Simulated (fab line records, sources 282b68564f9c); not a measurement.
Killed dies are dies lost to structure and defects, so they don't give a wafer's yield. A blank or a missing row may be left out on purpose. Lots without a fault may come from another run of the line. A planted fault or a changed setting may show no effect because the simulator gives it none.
Problem report in the 8D (eight disciplines) form, filled by code | flow rit_cmos | the parts of the form that need people (team, actions taken, sign-off) are left out

1. THE PROBLEM
run_length_s at RIT_ACTIVE_CLEAN_15 reads a mean of 684 s on 6 wafers of 2 lots; wafers without a fault read 627 s with a standard deviation of 3.2. That is +18 standard deviations from the usual mean.
The step: cleans in SC1, time 600 s.
First seen on wafer L350.1, day 5 15:32, on wet_bench-03. The record holds 42 wafers of 14 lots with a number at this step. Rule for "out", or "out of limits": more than 4 standard deviations from the usual mean. The other wafers with a number count as sound.

2. WHAT IT IS AND WHAT IT IS NOT
question                    | is                     | is not
which readings at this step | run_length_s           | -
which lots                  | L350, L353             | L331, L332, L333, L334, L335, L336, L337, L339, L340, L341, L343, L349
which wafers of those lots  | all that have a number | -
read on which tools         | wet_bench-03           | wet_bench-01, wet_bench-02
when                        | from day 5 15:32       | up to then (36 sound wafers)

3. SUSPECTS, AND WHAT RULES EACH OUT
Counting: a tool at a process step up to the reading stays a suspect if it ran every lot that is out and no sound lot after the first of them.
- wet_bench-03 at RIT_ACTIVE_CLEAN_15 (cleans in SC1, time 600 s): kept. It ran every lot that is out, first L350 (day 5 15:32), and no sound lot after that; its last sound lot up to then is L349 (day 5 11:26). Its own readings are out on those wafers: run_length_s.
Left after counting: wet_bench-03 at RIT_ACTIVE_CLEAN_15.

4. THE CAUSE (what the simulator had put in)
Process parameter drift: wet_bench-03, from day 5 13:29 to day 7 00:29, at RIT_ACTIVE_CLEAN_15. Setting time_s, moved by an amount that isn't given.
Counting left only this tool.

5. THE CHAIN OF EFFECTS, in route order
Each row: a reading whose mean over the struck wafers that have a number lies more than 3 standard deviations from the usual. Only readings for which the record gives a usual standard deviation are gone through. hours: the time from each lot's start at the first step in this table that gives one to its start at this step, as a median over the lots. sigmas: the change in usual standard deviations.
hours | step                | reading      | usual | on struck wafers | change | sigmas
0     | RIT_ACTIVE_CLEAN_15 | run_length_s | 627 s | 684              | +57    | +18
The process steps in it:
- RIT_ACTIVE_CLEAN_15: cleans in SC1, time 600 s.

6. WHAT WOULD HAVE CAUGHT IT SOONER
In this record the first reading out of limits was taken at day 5 15:32, 2 hours after the fault began at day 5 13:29.
